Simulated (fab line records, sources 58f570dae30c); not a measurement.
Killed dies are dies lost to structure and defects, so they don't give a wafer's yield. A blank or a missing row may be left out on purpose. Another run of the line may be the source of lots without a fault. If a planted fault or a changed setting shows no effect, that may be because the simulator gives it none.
Problem report in the 8D (eight disciplines) form, filled by code + flow berkeley-cmos170 + the parts of the form that need people (team, actions taken, sign-off) are left out

== 1. WHAT WENT WRONG ==
bias-w at UCB170_M1_METAL_ETCH_12 reads a mean of 162.2 W on 3 wafers of 2 lots; wafers without a fault read 120.0 W with a standard deviation of 0.34. That is +99 or more standard deviations from the usual mean.
The step: etches Al in Cl2/BCl3, stops on PSG, target depth 780 nm, time 130 s.
Seen first at day 10 08:38 on rie-metal-04, wafer L518.5. Wafers with a number at this step in the record: 42, from 14 lots. Rule for "out" (also "out of limits"): further than 4 standard deviations from the usual mean. All remaining wafers that have a number are taken as sound.

== 2. WHAT IT IS; WHAT IT IS NOT ==
| question                    | is                     | is not                                                                                 |
|-----------------------------|------------------------|----------------------------------------------------------------------------------------|
| which readings at this step | bias-w                 | drypump-motor-current-A, oes-product-au, throttle-valve-pct                            |
| which lots                  | L517, L518             | L503, L504, L505, L506, L507, L508, L509, L512, L513, L520, L522, L525                 |
| which wafers of those lots  | L517.2, L517.5, L518.5 | L517.1, L518.1, L518.6                                                                 |
| read on which tools         | rie-metal-04           | rie-metal-01, rie-metal-02                                                             |
| when                        | from day 10 08:38      | up to then (29 sound wafers); but 10 sound wafers of L517, L520, L522, L525 came after |

== 3. WHAT RULES OUT EACH SUSPECT ==
Counting: if a tool at a process step up to the reading ran every lot that is out, it stays a suspect. Sound lots after the first of them don't rule it out here, since some wafers of a struck lot are sound.
- plasma-asher-01 at UCB170_PLDD_STRIP_10 (strips in O2): kept. It processed each lot that is out (first: L518, day 9 10:57); up to then, its last sound lot is L513 (day 8 11:11).
- rie-metal-04 at UCB170_M1_METAL_ETCH_12 (etches Al in Cl2/BCl3, stops on PSG, target depth 780 nm, time 130 s): kept. It processed each lot that is out (first: L518, day 10 08:38); up to then, its last sound lot is L509 (day 8 07:51). Its own readings are out on those wafers: bias-w.
- At UCB170_M1_METAL_ETCH_12 on rie-metal-04, chamber 0 took the sound wafers of the same lots and chamber 1 took the wafers that are out.
What counting leaves: plasma-asher-01 at UCB170_PLDD_STRIP_10 and rie-metal-04 at UCB170_M1_METAL_ETCH_12.

== 4. THE CAUSE (what the simulator had put in) ==
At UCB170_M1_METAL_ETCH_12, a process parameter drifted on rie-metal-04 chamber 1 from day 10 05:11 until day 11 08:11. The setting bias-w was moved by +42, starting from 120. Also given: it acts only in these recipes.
This tool is one of the 2 suspects left after counting.

== 5. THE EFFECT CHAIN, in route order ==
One row per reading whose mean, taken over the struck wafers that have a number, lies over 3 standard deviations from the usual. Scope: only readings with a usual standard deviation given in the record; hours: median across lots of the time from each lot's start at the first step in this table that gives one to its start at this step; sigmas: change in usual standard deviations.
| hours | step                    | reading | usual   | on struck wafers | change | sigmas      |
|-------|-------------------------|---------|---------|------------------|--------|-------------|
| 0     | UCB170_M1_METAL_ETCH_12 | bias-w  | 120.0 W | 162.2            | +42.2  | +99 or more |
It contains these process steps:
- UCB170_M1_METAL_ETCH_12: etches Al in Cl2/BCl3, stops on PSG, target depth 780 nm, time 130 s.

== 6. WHAT WOULD HAVE CAUGHT IT SOONER ==
In this record the first reading out of limits was taken at day 10 08:38, 3 hours after the fault began at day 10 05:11.
